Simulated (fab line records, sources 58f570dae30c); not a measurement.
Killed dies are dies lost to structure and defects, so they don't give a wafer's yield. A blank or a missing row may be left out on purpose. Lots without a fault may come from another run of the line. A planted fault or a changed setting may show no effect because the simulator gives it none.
fab line records | flow berkeley_cmos170
record lots=5 wafers=15 last_day=12
route steps=331 shown PLDD@151 NLDD@158 SPACER@171 PSD@175 NSD@187
lots that met no fault: from a run of the same line without faults
start_h: hours from the record's first day to the start of the lot's first wafer shown | wait_h: hours since the lot's step before | " the same as in the row above | L1.1+2: a row that stands for several wafers | - no value, or no start given | * or withheld: withheld | < > ~ a bound
route shown NAME@n: a module of which the file shows steps, and the number in the route of the first | usual: mean/standard deviation of fault-free wafers | same: alike in all rows | chamber/n: place in a boat | sites: the reading at each site | _std_site: their standard deviation | _edge_site: outer sites' mean less inner sites' | radius_mm: how far each site lies from the wafer's centre | mask NAME#n: copy n | behind: the tool/chamber that last shaped the wafer | hold: why the lot was held/for how many hours/how that ended | device: the transistor (n, p or np) that didn't switch | end of line: the same wafers' tests at the end of the route | a step without rows: its recipe alone | killed: dies lost to structure and defects at the first sort, not the wafer's yield | map: a wafer's dies, x killed, . not, _ none there
set.NAME: the setting as run; set.NAME@STEP: as run at that earlier step | model.NAME: the simulator's own value behind a step, which no gauge read
lots at some steps of the route; a table a step, a row a wafer
services: from which hour (start_h, from the record's first day; less than 0 if before it) a tool's chamber was out of use, for how many hours, and why
## steps
# step UCB170_PLDD_CD_MEAS_06
# recipe target_cd_nm=1200
# usual cd_nm=1200.3/1.3
# columns lot.wafer tool chamber start_h wait_h cd_nm
L077.1 cd_sem-02 - 134.22 - 1199.1
L077.5 " - " " 1199.6
L077.6 " - " " 1199.0
L082.1 cd_sem-02 - 158.46 - 1200.3
L082.3 " - " " 1200.1
L082.5 " - " " 1199.5
L088.1 cd_sem-02 - 191.60 - 1201.7
L088.4 " - " " 1201.3
L088.6 " - " " 1202.3
L091.2 cd_sem-01 - 212.22 - 1200.2
L091.3 " - " " 1199.3
L091.4 " - " " 1199.9
L095.1 cd_sem-02 - 241.18 - 1197.0
L095.5 " - " " 1197.5
L095.6 " - " " 1198.2
# step UCB170_PLDD_OVL_MEAS_07
# usual PLDD_OVL=0/4.9
# columns lot.wafer tool chamber start_h wait_h PLDD_OVL[nm]
L077.1 overlay-02 - 134.34 0.1 1
L077.5 " - " " 6
L077.6 " - " " -8
L082.1 overlay-01 - 158.58 0.1 -2
L082.3 " - " " 0
L082.5 " - " " 3
L088.1 overlay-01 - 191.72 0.1 4
L088.4 " - " " 1
L088.6 " - " " 1
L091.2 overlay-02 - 212.33 0.1 -7
L091.3 " - " " -1
L091.4 " - " " -3
L095.1 overlay-01 - 241.30 0.1 -11
L095.5 " - " " -5
L095.6 " - " " -12
# step UCB170_PLDD_IMPLANT_08
# recipe species=BF2 dose_cm2=5e+13 energy_kev=10 tilt_deg=7 rotation_deg=0
# usual beam_energy_keV=9.9996/0.0029
# columns lot.wafer tool chamber start_h wait_h beam_energy_keV
L077.1 implanter-01 0 134.38 0.0 10.004
L077.5 " 0 " " 10.002
L077.6 " 0 " " 10.001
L082.1 implanter-03 0 158.62 0.0 10.001
L082.3 " 0 " " 9.9968
L082.5 " 0 " " 9.9950
L088.1 implanter-04 0 191.76 0.0 9.9978
L088.4 " 0 " " 10.004
L088.6 " 0 " " 9.9994
L091.2 implanter-01 0 212.38 0.0 10.002
L091.3 " 0 " " 9.9990
L091.4 " 0 " " 9.9986
L095.1 implanter-01 0 241.33 0.0 10.0000
L095.5 " 0 " " 9.9986
L095.6 " 0 " " 10.002
# step UCB170_PLDD_IMPLANT_09
# recipe species=BF2 dose_cm2=5e+13 energy_kev=10 tilt_deg=7 rotation_deg=180
# usual beam_energy_keV=9.9994/0.003
# columns lot.wafer tool chamber start_h wait_h beam_energy_keV
L077.1 implanter-01 0 134.53 0.1 9.9945
L077.5 " 0 " " 9.9985
L077.6 " 0 " " 9.9939
L082.1 implanter-03 0 158.77 0.1 9.9982
L082.3 " 0 " " 9.9958
L082.5 " 0 " " 9.9992
L088.1 implanter-04 0 191.91 0.1 9.9975
L088.4 " 0 " " 9.9965
L088.6 " 0 " " 9.9931
L091.2 implanter-01 0 212.53 0.1 10.001
L091.3 " 0 " " 9.9994
L091.4 " 0 " " 10.000
L095.1 implanter-01 0 241.48 0.1 9.9921
L095.5 " 0 " " 9.9966
L095.6 " 0 " " 9.9979
# step UCB170_PLDD_STRIP_10
# recipe chemistry=O2 power_w=400 pressure_mtorr=3500 platen_temp_c=withheld o2_flow_sccm=400 overash_fraction=0.5
# usual drypump_motor_current_A=5.5/0.48 oes_product_au=0.734/0.0046 strip_time_to_endpoint_s=21.61/0.067
# columns lot.wafer tool chamber start_h wait_h drypump_motor_current_A oes_product_au rf_hours_counter_h strip_time_to_endpoint_s
L077.1 plasma_asher-02 0 134.68 0.1 5.9 0.735 2 21.64
L077.5 " 0 " " 5.9 0.734 - 21.69
L077.6 " 1 " " 4.6 0.736 - 21.66
L082.1 plasma_asher-03 1 158.92 0.1 5.6 0.729 45 21.61
L082.3 " 1 " " 5.7 0.734 - 21.63
L082.5 " 0 " " 5.7 0.738 - 21.56
L088.1 plasma_asher-02 1 192.06 0.1 4.6 0.735 8 21.53
L088.4 " 0 " " 5.9 0.729 - 21.60
L088.6 " 0 " " 5.9 0.739 - 21.51
L091.2 plasma_asher-01 0 212.66 0.1 5.9 0.738 52 21.59
L091.3 " 0 " " 5.9 0.734 - 21.61
L091.4 " 1 " " 5.6 0.736 - 21.62
L095.1 plasma_asher-02 1 241.63 0.1 4.6 0.738 13 21.56
L095.5 " 1 " " 4.6 0.733 - 21.59
L095.6 " 0 " " 5.9 0.744 - 21.58
# step UCB170_PLDD_TW_MEAS_11
# usual PLDD_TW=1015/4.3
# columns lot.wafer tool chamber start_h wait_h PLDD_TW
L077.1 film_metro-03 - 134.78 0.1 1016
L077.5 " - " " 1017
L077.6 " - " " 1016
L082.1 film_metro-03 - 159.02 0.1 1011
L082.3 " - " " 1011
L082.5 " - " " 1014
L088.1 film_metro-03 - 192.16 0.1 1014
L088.4 " - " " 1017
L088.6 " - " " 1021
L091.2 film_metro-03 - 212.77 0.1 1016
L091.3 " - " " 1009
L091.4 " - " " 1017
L095.1 film_metro-03 - 241.73 0.1 1014
L095.5 " - " " 1014
L095.6 " - " " 1016
# step UCB170_PLDD_CLEAN_12
# recipe chemistry=SPM temp_c=120 time_s=600
# same time_s=600
# columns lot.wafer tool chamber start_h wait_h
L077.1+5+6 wet_bench-04 3 134.84 0.1
L082.1+3+5 wet_bench-01 3 161.25 2.2
L088.1+4+6 wet_bench-04 0 192.22 0.1
L091.2+3+4 wet_bench-01 3 212.82 0.0
L095.1+5+6 wet_bench-01 1 241.79 0.1
# step UCB170_NLDD_HMDS_00
# recipe prime_time_s=60 prime_temp_c=100
# columns lot.wafer tool chamber start_h wait_h
L077.1+5+6 litho_track-04 0 135.18 0.2
L082.1+3+5 litho_track-04 0 161.48 0.1
L088.1+4+6 litho_track-01 0 192.72 0.3
L091.2+3+4 litho_track-04 0 213.02 0.0
L095.1+5+6 litho_track-01 0 242.14 0.2
# step UCB170_NLDD_COAT_01
# recipe resist=KrF spin_rpm=1500 resist_thk_nm=900
# columns lot.wafer tool chamber start_h wait_h
L077.1+5+6 litho_track-04 0 135.33 0.1
L082.1+3+5 litho_track-04 0 161.63 0.1
L088.1+4+6 litho_track-01 0 192.87 0.1
L091.2+3+4 litho_track-04 0 213.17 0.1
L095.1+5+6 litho_track-01 0 242.29 0.1
# step UCB170_NLDD_SOFTBAKE_02
# recipe resist=KrF temp_c=130 time_s=60
# same time_s=60
# columns lot.wafer tool chamber start_h wait_h
L077.1+5+6 litho_track-04 0 135.48 0.1
L082.1+3+5 litho_track-04 0 161.78 0.1
L088.1+4+6 litho_track-01 0 193.02 0.1
L091.2+3+4 litho_track-04 0 213.32 0.1
L095.1+5+6 litho_track-01 0 242.44 0.1
# step UCB170_NLDD_EXPOSE_03
# recipe mask_id=NSELECT na=0.5 sigma_outer=0.6 source_shape=conventional target_cd_nm=1200 dose_mj=30
# usual focus_offset_nm=-0.1/0.55 reticle_temp_C=22.98/0.1 stage_vel_mm_s=500.00/0.22
# columns lot.wafer tool chamber start_h wait_h mask focus_offset_nm reticle_temp_C stage_vel_mm_s
L077.1 krf_scanner-01 0 135.63 0.1 NSELECT#0 0.0 23.08 499.78
L077.5 " 0 " " NSELECT#0 0.1 23.12 500.14
L077.6 " 0 " " NSELECT#0 -0.2 23.10 499.61
L082.1 krf_scanner-01 0 162.24 0.4 NSELECT#0 -1.0 22.83 500.03
L082.3 " 0 " " NSELECT#0 -0.5 22.89 500.12
L082.5 " 0 " " NSELECT#0 0.2 23.03 499.89
L088.1 krf_scanner-02 0 193.30 0.2 NSELECT#0 0.0 22.92 499.74
L088.4 " 0 " " NSELECT#0 -0.2 22.78 499.77
L088.6 " 0 " " NSELECT#0 1.2 22.98 500.18
L091.2 krf_scanner-01 0 213.46 0.1 NSELECT#0 -0.1 23.03 500.13
L091.3 " 0 " " NSELECT#0 -0.6 23.14 500.16
L091.4 " 0 " " NSELECT#0 -0.7 23.11 500.27
L095.1 krf_scanner-01 0 242.59 0.1 NSELECT#0 0.7 22.94 499.63
L095.5 " 0 " " NSELECT#0 0.7 22.82 499.77
L095.6 " 0 " " NSELECT#0 0.5 22.76 499.86
# step UCB170_NLDD_PEB_04
# recipe peb_temp_c=130 peb_time_s=withheld resist=KrF
# columns lot.wafer tool chamber start_h wait_h
L077.1+5+6 litho_track-04 0 135.91 0.3
L082.1+3+5 litho_track-03 0 162.35 0.1
L088.1+4+6 litho_track-01 0 193.45 0.1
L091.2+3+4 litho_track-01 0 213.88 0.4
L095.1+5+6 litho_track-01 0 242.71 0.1
# step UCB170_NLDD_DEVELOP_05
# recipe developer=TMAH develop_time_s=45 resist=KrF dev_temp_c=21
# columns lot.wafer tool chamber start_h wait_h
L077.1+5+6 litho_track-04 0 - -
L082.1+3+5 litho_track-03 0 - -
L088.1+4+6 litho_track-01 0 - -
L091.2+3+4 litho_track-01 0 - -
L095.1+5+6 litho_track-01 0 - -
# step UCB170_NLDD_CD_MEAS_06
# recipe target_cd_nm=1200
# usual cd_nm=1200.8/1.4
# columns lot.wafer tool chamber start_h wait_h cd_nm
L077.1 cd_sem-01 - 136.18 - 1201.1
L077.5 " - " " 1201.4
L077.6 " - " " 1201.9
L082.1 cd_sem-02 - 162.63 - 1201.7
L082.3 " - " " 1203.3
L082.5 " - " " 1201.1
L088.1 cd_sem-02 - 193.72 - 1200.7
L088.4 " - " " 1202.1
L088.6 " - " " 1201.5
L091.2 cd_sem-02 - 214.15 - 1202.5
L091.3 " - " " 1201.1
L091.4 " - " " 1200.8
L095.1 cd_sem-01 - 242.98 - 1200.2
L095.5 " - " " 1200.3
L095.6 " - " " 1200.0
# step UCB170_NLDD_OVL_MEAS_07
# usual NLDD_OVL=2/6.1
# columns lot.wafer tool chamber start_h wait_h NLDD_OVL[nm]
L077.1 overlay-01 - 136.30 0.1 12
L077.5 " - " " 4
L077.6 " - " " 5
L082.1 overlay-02 - 162.75 0.1 -7
L082.3 " - " " -2
L082.5 " - " " -5
L088.1 overlay-01 - 193.84 0.1 0
L088.4 " - " " -1
L088.6 " - " " -4
L091.2 overlay-01 - 214.25 0.1 -4
L091.3 " - " " -4
L091.4 " - " " 6
L095.1 overlay-01 - 243.10 0.1 -4
L095.5 " - " " 4
L095.6 " - " " 3
# step UCB170_NLDD_IMPLANT_08
# recipe species=As dose_cm2=5e+13 energy_kev=30 tilt_deg=7 rotation_deg=0
# usual beam_energy_keV=30.001/0.01
# columns lot.wafer tool chamber start_h wait_h beam_energy_keV
L077.1 implanter-01 0 136.36 0.1 29.997
L077.5 " 0 " " 30.013
L077.6 " 0 " " 30.021
L082.1 implanter-02 0 162.78 0.0 29.991
L082.3 " 0 " " 30.001
L082.5 " 0 " " 29.999
L088.1 implanter-01 0 193.88 0.0 30.006
L088.4 " 0 " " 29.999
L088.6 " 0 " " 29.974
L091.2 implanter-03 0 214.31 0.0 29.996
L091.3 " 0 " " 29.985
L091.4 " 0 " " 29.998
L095.1 implanter-03 0 243.14 0.0 30.001
L095.5 " 0 " " 29.999
L095.6 " 0 " " 30.005
# step UCB170_NLDD_IMPLANT_09
# recipe species=As dose_cm2=5e+13 energy_kev=30 tilt_deg=7 rotation_deg=180
# usual beam_energy_keV=30.001/0.0094
# columns lot.wafer tool chamber start_h wait_h beam_energy_keV
L077.1 implanter-01 0 136.51 0.1 29.987
L077.5 " 0 " " 30.003
L077.6 " 0 " " 30.008
L082.1 implanter-02 0 162.93 0.1 30.006
L082.3 " 0 " " 30.000
L082.5 " 0 " " 29.996
L088.1 implanter-01 0 194.03 0.1 30.009
L088.4 " 0 " " 30.002
L088.6 " 0 " " 30.002
L091.2 implanter-03 0 214.46 0.1 29.992
L091.3 " 0 " " 29.993
L091.4 " 0 " " 30.008
L095.1 implanter-03 0 243.29 0.1 30.010
L095.5 " 0 " " 30.010
L095.6 " 0 " " 30.003
# step UCB170_NLDD_STRIP_10
# recipe chemistry=O2 power_w=400 pressure_mtorr=3500 platen_temp_c=withheld o2_flow_sccm=400 overash_fraction=0.5
# usual drypump_motor_current_A=5.6/0.35 oes_product_au=0.735/0.0046 strip_time_to_endpoint_s=21.62/0.063
# columns lot.wafer tool chamber start_h wait_h drypump_motor_current_A oes_product_au rf_hours_counter_h strip_time_to_endpoint_s
L077.1 plasma_asher-04 1 136.66 0.1 5.7 0.735 34 21.59
L077.5 " 1 " " 5.7 0.736 - 21.57
L077.6 " 0 " " 5.6 0.728 - 21.60
L082.1 plasma_asher-02 0 163.08 0.1 5.9 0.729 6 21.54
L082.3 " 0 " " 5.9 0.741 - 21.59
L082.5 " 0 " " 5.9 0.734 - 21.55
L088.1 plasma_asher-04 0 194.18 0.1 5.6 0.729 40 21.58
L088.4 " 1 " " 5.7 0.733 - 21.58
L088.6 " 1 " " 5.7 0.734 - 21.54
L091.2 plasma_asher-01 0 214.58 0.1 5.9 0.733 52 21.61
L091.3 " 1 " " 5.6 0.729 - 21.72
L091.4 " 0 " " 5.8 0.728 - 21.71
L095.1 plasma_asher-01 1 243.44 0.1 5.6 0.733 55 21.57
L095.5 " 0 " " 5.8 0.732 - 21.57
L095.6 " 1 " " 5.6 0.737 - 21.60
# step UCB170_NLDD_TW_MEAS_11
# usual NLDD_TW=2226/8.6
# columns lot.wafer tool chamber start_h wait_h NLDD_TW
L077.1 film_metro-02 - 136.76 0.1 2217
L077.5 " - " " 2223
L077.6 " - " " 2218
L082.1 film_metro-02 - 163.18 0.1 2207
L082.3 " - " " 2218
L082.5 " - " " 2229
L088.1 film_metro-03 - 194.28 0.1 2215
L088.4 " - " " 2229
L088.6 " - " " 2224
L091.2 film_metro-01 - 214.69 0.1 2221
L091.3 " - " " 2235
L091.4 " - " " 2233
L095.1 film_metro-02 - 243.54 0.1 2218
L095.5 " - " " 2224
L095.6 " - " " 2231
# step UCB170_NLDD_CLEAN_12
# recipe chemistry=SPM temp_c=120 time_s=600
# same time_s=600
# columns lot.wafer tool chamber start_h wait_h
L077.1+5+6 wet_bench-02 0 136.82 0.1
L082.1+3+5 wet_bench-01 3 163.42 0.2
L088.1+4+6 wet_bench-01 3 194.34 0.1
L091.2+3+4 wet_bench-01 3 214.74 0.0
L095.1+5+6 wet_bench-01 3 243.60 0.1
# step UCB170_SPACER_CVD_00
# recipe material=SiO2 target_thk_nm=376 temp_c=390 precursor=TEOS/O2 time_s=47 rf_w=550 pressure_mtorr=9000
# usual heater_power_w=242/40
# same time_s=47
# columns lot.wafer tool chamber start_h wait_h heater_power_w
L077.1 pecvd-03 1 137.01 0.0 300
L077.5 " 0 " " 271
L077.6 " 2 " " 186
L082.1 pecvd-01 1 163.59 0.0 252
L082.3 " 2 " " 312
L082.5 " 2 " " 299
L088.1 pecvd-03 0 194.51 0.0 302
L088.4 " 0 " " 209
L088.6 " 1 " " 246
L091.2 pecvd-01 0 214.92 0.0 267
L091.3 " 2 " " 247
L091.4 " 0 " " 277
L095.1 pecvd-01 2 243.78 0.0 248
L095.5 " 0 " " 214
L095.6 " 1 " " 259
# step UCB170_SPACER_THK_MEAS_01
# recipe reads=SiO2_of_SPACER_CVD_00
# usual SPACER_TEOS_THK=377/4.9
# columns lot.wafer tool chamber start_h wait_h SPACER_TEOS_THK[nm]
L077.1 film_metro-03 - 137.06 0.0 374
L077.5 " - " " 387
L077.6 " - " " 381
L082.1 film_metro-04 - 163.64 0.0 380
L082.3 " - " " 379
L082.5 " - " " 384
L088.1 film_metro-04 - 194.56 0.0 381
L088.4 " - " " 382
L088.6 " - " " 377
L091.2 film_metro-01 - 214.97 0.0 372
L091.3 " - " " 373
L091.4 " - " " 376
L095.1 film_metro-03 - 243.82 0.0 375
L095.5 " - " " 377
L095.6 " - " " 377
# step UCB170_SPACER_ANNEAL_02
# recipe temp_c=900 time_s=1800 ambient=N2
# usual tube_center_temp_C_max=902.3/0.36
# same time_s=1800
# columns lot.wafer tool chamber start_h wait_h tube_center_temp_C_max
L077.1 furnace-03 0 139.44 2.4 902.1
L077.5 " 0 " " 902.0
L077.6 " 0 " " 902.8
L082.1 furnace-01 0 166.58 2.9 901.7
L082.3 " 0 " " 901.9
L082.5 " 0 " " 903.3
L088.1 furnace-02 0 197.21 2.6 902.1
L088.4 " 0 " " 902.0
L088.6 " 0 " " 902.1
L091.2 furnace-01 0 219.38 4.4 901.7
L091.3 " 0 " " 902.3
L091.4 " 0 " " 902.1
L095.1 furnace-01 0 248.66 4.8 902.0
L095.5 " 0 " " 901.9
L095.6 " 0 " " 901.9
# step UCB170_SPACER_ETCHBACK_03
# recipe stop_on=Si target=SiO2 chemistry=CHF3/CF4/Ar CHF3_flow_sccm=50 cf4_flow_sccm=10 Ar_flow_sccm=120 pressure_mtorr=200 rf_w=500 target_depth_a=3760 time_s=100
# usual drypump_motor_current_A=5.7/0.49 mfc_ar_sccm=120.0/0.36 oes_product_au=0.907/0.012 throttle_valve_pct=6.46/0.1
# same time_s=100
# columns lot.wafer tool chamber start_h wait_h drypump_motor_current_A mfc_ar_sccm oes_product_au rf_hours_counter_h throttle_valve_pct
L077.1 rie_diel-04 3 140.94 0.0 5.2 119.9 0.913 145 6.49
L077.5 " 1 " " 5.8 120.4 0.913 - 6.46
L077.6 " 3 " " 5.3 120.6 0.935 - 6.49
L082.1 rie_diel-02 0 168.08 0.0 5.9 119.9 0.914 64 6.47
L082.3 " 3 " " 6.4 120.5 0.898 4 6.60
L082.5 " 2 " " 5.0 119.6 0.920 - 6.54
L088.1 rie_diel-01 3 198.71 0.0 6.1 120.2 0.914 59 6.24
L088.4 " 0 " " 4.9 120.6 0.918 8 6.52
L088.6 " 0 " " 5.0 120.3 0.896 - 6.50
L091.2 rie_diel-02 1 220.88 0.0 5.6 120.4 0.899 77 6.56
L091.3 " 3 " " 6.4 120.1 0.895 6 6.64
L091.4 " 0 " " 5.9 119.9 0.912 66 6.47
L095.1 rie_diel-01 3 250.16 0.0 6.1 120.3 0.898 61 6.24
L095.5 " 0 " " 4.9 120.5 0.898 - 6.52
L095.6 " 1 " " 5.9 119.9 0.900 - 6.28
# step UCB170_PSD_HMDS_00
# recipe prime_time_s=60 prime_temp_c=100
# columns lot.wafer tool chamber start_h wait_h
L077.1+5+6 litho_track-02 0 141.05 0.1
L082.1+3+5 litho_track-02 0 168.15 0.0
L088.1+4+6 litho_track-03 0 198.79 0.0
L091.2+3+4 litho_track-02 0 220.97 0.1
L095.1+5+6 litho_track-04 0 250.23 0.0
# step UCB170_PSD_COAT_01
# recipe resist=KrF spin_rpm=1500 resist_thk_nm=900
# columns lot.wafer tool chamber start_h wait_h
L077.1+5+6 litho_track-02 0 141.20 0.1
L082.1+3+5 litho_track-02 0 168.30 0.1
L088.1+4+6 litho_track-03 0 198.94 0.1
L091.2+3+4 litho_track-02 0 221.12 0.1
L095.1+5+6 litho_track-04 0 250.38 0.1
# step UCB170_PSD_SOFTBAKE_02
# recipe resist=KrF temp_c=130 time_s=60
# same time_s=60
# columns lot.wafer tool chamber start_h wait_h
L077.1+5+6 litho_track-02 0 141.35 0.1
L082.1+3+5 litho_track-02 0 168.45 0.1
L088.1+4+6 litho_track-03 0 199.09 0.1
L091.2+3+4 litho_track-02 0 221.27 0.1
L095.1+5+6 litho_track-04 0 250.53 0.1
# step UCB170_PSD_EXPOSE_03
# recipe mask_id=PSELECT_MOD na=0.5 sigma_outer=0.6 source_shape=conventional target_cd_nm=1200 dose_mj=30.51
# usual focus_offset_nm=0.0/0.51 reticle_temp_C=23.02/0.091 stage_vel_mm_s=500.05/0.26
# columns lot.wafer tool chamber start_h wait_h mask focus_offset_nm reticle_temp_C stage_vel_mm_s
L077.1 krf_scanner-01 0 141.82 0.4 PSELECT_MOD#0 0.1 23.19 500.51
L077.5 " 0 " " PSELECT_MOD#0 0.1 22.95 500.76
L077.6 " 0 " " PSELECT_MOD#0 0.8 23.07 500.50
L082.1 krf_scanner-02 0 168.72 0.2 PSELECT_MOD#0 -0.3 23.11 500.38
L082.3 " 0 " " PSELECT_MOD#0 0.3 23.11 500.19
L082.5 " 0 " " PSELECT_MOD#0 -0.4 22.98 500.15
L088.1 krf_scanner-02 0 199.36 0.2 PSELECT_MOD#0 0.4 23.14 499.94
L088.4 " 0 " " PSELECT_MOD#0 -0.2 23.07 499.83
L088.6 " 0 " " PSELECT_MOD#0 -0.2 23.14 500.16
L091.2 krf_scanner-02 0 221.64 0.3 PSELECT_MOD#0 -0.4 23.19 499.82
L091.3 " 0 " " PSELECT_MOD#0 0.1 23.05 499.69
L091.4 " 0 " " PSELECT_MOD#0 -0.1 22.96 500.02
L095.1 krf_scanner-01 0 250.68 0.1 PSELECT_MOD#0 -0.3 23.14 499.73
L095.5 " 0 " " PSELECT_MOD#0 0.0 22.97 499.99
L095.6 " 0 " " PSELECT_MOD#0 0.3 23.01 499.91
# step UCB170_PSD_PEB_04
# recipe peb_temp_c=130 peb_time_s=withheld resist=KrF
# columns lot.wafer tool chamber start_h wait_h
L077.1+5+6 litho_track-04 0 142.09 0.3
L082.1+3+5 litho_track-04 0 169.32 0.6
L088.1+4+6 litho_track-03 0 199.48 0.1
L091.2+3+4 litho_track-04 0 221.76 0.1
L095.1+5+6 litho_track-02 0 251.09 0.4
# step UCB170_PSD_DEVELOP_05
# recipe developer=TMAH develop_time_s=45 resist=KrF dev_temp_c=21
# columns lot.wafer tool chamber start_h wait_h
L077.1+5+6 litho_track-04 0 - -
L082.1+3+5 litho_track-04 0 - -
L088.1+4+6 litho_track-03 0 - -
L091.2+3+4 litho_track-04 0 - -
L095.1+5+6 litho_track-02 0 - -
# step UCB170_PSD_CD_MEAS_06
# recipe target_cd_nm=1200
# usual cd_nm=1200.2/1.7
# columns lot.wafer tool chamber start_h wait_h cd_nm
L077.1 cd_sem-01 - 142.37 - 1198.0
L077.5 " - " " 1198.7
L077.6 " - " " 1199.0
L082.1 cd_sem-01 - 169.60 - 1201.7
L082.3 " - " " 1201.4
L082.5 " - " " 1200.3
L088.1 cd_sem-02 - 199.75 - 1199.8
L088.4 " - " " 1200.3
L088.6 " - " " 1201.0
L091.2 cd_sem-02 - 222.03 - 1198.7
L091.3 " - " " 1199.7
L091.4 " - " " 1197.8
L095.1 cd_sem-01 - 251.36 - 1201.4
L095.5 " - " " 1201.6
L095.6 " - " " 1202.9
# step UCB170_PSD_OVL_MEAS_07
# usual PSD_OVL=-1/5.8
# columns lot.wafer tool chamber start_h wait_h PSD_OVL[nm]
L077.1 overlay-02 - 142.49 0.1 9
L077.5 " - " " 7
L077.6 " - " " -1
L082.1 overlay-02 - 169.72 0.1 -9
L082.3 " - " " -10
L082.5 " - " " -16
L088.1 overlay-01 - 199.87 0.1 9
L088.4 " - " " 2
L088.6 " - " " 0
L091.2 overlay-01 - 222.14 0.1 -4
L091.3 " - " " -3
L091.4 " - " " -7
L095.1 overlay-01 - 251.48 0.1 2
L095.5 " - " " 5
L095.6 " - " " 0
# step UCB170_PSD_IMPLANT_08
# recipe species=B dose_cm2=3e+15 energy_kev=20 tilt_deg=7
# usual beam_energy_keV=19.999/0.0062
# columns lot.wafer tool chamber start_h wait_h beam_energy_keV
L077.1 implanter-04 0 142.53 0.0 20.005
L077.5 " 0 " " 20.007
L077.6 " 0 " " 20.002
L082.1 implanter-03 0 169.76 0.0 20.008
L082.3 " 0 " " 20.006
L082.5 " 0 " " 19.997
L088.1 implanter-04 0 199.91 0.0 19.999
L088.4 " 0 " " 19.992
L088.6 " 0 " " 20.000
L091.2 implanter-03 0 222.19 0.0 20.002
L091.3 " 0 " " 20.012
L091.4 " 0 " " 20.006
L095.1 implanter-03 0 251.52 0.0 20.011
L095.5 " 0 " " 20.000
L095.6 " 0 " " 20.003
# step UCB170_PSD_STRIP_09
# recipe chemistry=O2 power_w=400 pressure_mtorr=3500 platen_temp_c=withheld o2_flow_sccm=400 overash_fraction=0.5
# usual drypump_motor_current_A=5.5/0.45 oes_product_au=0.600/0.0047 strip_time_to_endpoint_s=29.38/0.069
# columns lot.wafer tool chamber start_h wait_h drypump_motor_current_A oes_product_au rf_hours_counter_h strip_time_to_endpoint_s
L077.1 plasma_asher-04 1 142.68 0.1 5.7 0.592 34 29.44
L077.5 " 0 " " 5.6 0.595 - 29.46
L077.6 " 1 " " 5.7 0.598 - 29.43
L082.1 plasma_asher-04 0 169.91 0.1 5.6 0.606 38 29.37
L082.3 " 1 " " 5.8 0.601 - 29.29
L082.5 " 1 " " 5.7 0.598 - 29.35
L088.1 plasma_asher-03 1 200.06 0.1 5.6 0.606 49 29.46
L088.4 " 0 " " 5.7 0.602 - 29.40
L088.6 " 0 " " 5.7 0.599 - 29.47
L091.2 plasma_asher-03 0 222.32 0.1 5.7 0.598 51 29.41
L091.3 " 1 " " 5.6 0.600 - 29.39
L091.4 " 0 " " 5.7 0.597 - 29.57
L095.1 plasma_asher-04 0 251.67 0.1 5.6 0.611 46 29.44
L095.5 " 0 " " 5.5 0.599 - 29.40
L095.6 " 1 " " 5.7 0.601 - 29.45
# step UCB170_PSD_TW_MEAS_10
# usual PSD_TW=2339/10
# columns lot.wafer tool chamber start_h wait_h PSD_TW
L077.1 film_metro-02 - 142.78 0.1 2341
L077.5 " - " " 2343
L077.6 " - " " 2337
L082.1 film_metro-01 - 170.06 0.1 2343
L082.3 " - " " 2349
L082.5 " - " " 2347
L088.1 film_metro-02 - 200.16 0.1 2346
L088.4 " - " " 2344
L088.6 " - " " 2340
L091.2 film_metro-03 - 222.43 0.1 2354
L091.3 " - " " 2347
L091.4 " - " " 2333
L095.1 film_metro-03 - 251.77 0.1 2344
L095.5 " - " " 2334
L095.6 " - " " 2338
# step UCB170_PSD_CLEAN_11
# recipe chemistry=SPM temp_c=120 time_s=600
# same time_s=600
# columns lot.wafer tool chamber start_h wait_h
L077.1+5+6 wet_bench-02 0 143.12 0.3
L082.1+3+5 wet_bench-04 0 170.12 0.1
L088.1+4+6 wet_bench-04 2 202.14 2.0
L091.2+3+4 wet_bench-04 3 222.48 0.0
L095.1+5+6 wet_bench-03 2 251.83 0.1
# step UCB170_NSD_HMDS_00
# recipe prime_time_s=60 prime_temp_c=100
# columns lot.wafer tool chamber start_h wait_h
L077.1+5+6 litho_track-01 0 143.56 0.3
L082.1+3+5 litho_track-02 0 170.60 0.3
L088.1+4+6 litho_track-01 0 202.33 0.0
L091.2+3+4 litho_track-01 0 222.68 0.0
L095.1+5+6 litho_track-02 0 252.00 0.0
# step UCB170_NSD_COAT_01
# recipe resist=KrF spin_rpm=1500 resist_thk_nm=900
# columns lot.wafer tool chamber start_h wait_h
L077.1+5+6 litho_track-01 0 143.71 0.1
L082.1+3+5 litho_track-02 0 170.75 0.1
L088.1+4+6 litho_track-01 0 202.48 0.1
L091.2+3+4 litho_track-01 0 222.83 0.1
L095.1+5+6 litho_track-02 0 252.15 0.1
# step UCB170_NSD_SOFTBAKE_02
# recipe resist=KrF temp_c=129.2 time_s=60
# same time_s=60
# columns lot.wafer tool chamber start_h wait_h
L077.1+5+6 litho_track-01 0 143.86 0.1
L082.1+3+5 litho_track-02 0 170.90 0.1
L088.1+4+6 litho_track-01 0 202.63 0.1
L091.2+3+4 litho_track-01 0 222.98 0.1
L095.1+5+6 litho_track-02 0 252.30 0.1
## services
# columns tool chamber start_h hours kind
implanter-01 - 119.29 1.3 repair
rie_diel-02 - 128.74 2.7 repair
pecvd-03 0 129.87 5.4 repair
implanter-02 - 131.06 6.6 pm
implanter-03 - 134.29 5.5 pm
plasma_asher-03 - 135.26 1.9 repair
pecvd-01 - 135.50 14.0 pm
krf_scanner-01 - 148.36 3.9 repair
rie_diel-02 0 153.53 7.5 repair
krf_scanner-01 - 172.44 1.0 pm
pecvd-03 - 173.47 2.8 pm
pecvd-01 2 190.28 4.6 repair
implanter-02 - 192.95 11.8 repair
implanter-01 - 198.20 5.0 repair
implanter-04 - 203.16 4.5 pm
krf_scanner-02 - 205.97 1.0 pm
krf_scanner-01 - 210.14 0.8 pm
krf_scanner-02 - 213.16 0.6 repair
furnace-01 - 213.31 3.4 pm
krf_scanner-02 - 219.31 1.3 pm
implanter-04 - 219.83 3.3 repair
plasma_asher-02 - 233.37 1.1 repair
krf_scanner-01 - 244.63 3.6 pm
plasma_asher-03 - 244.86 4.8 repair
## key
fault none
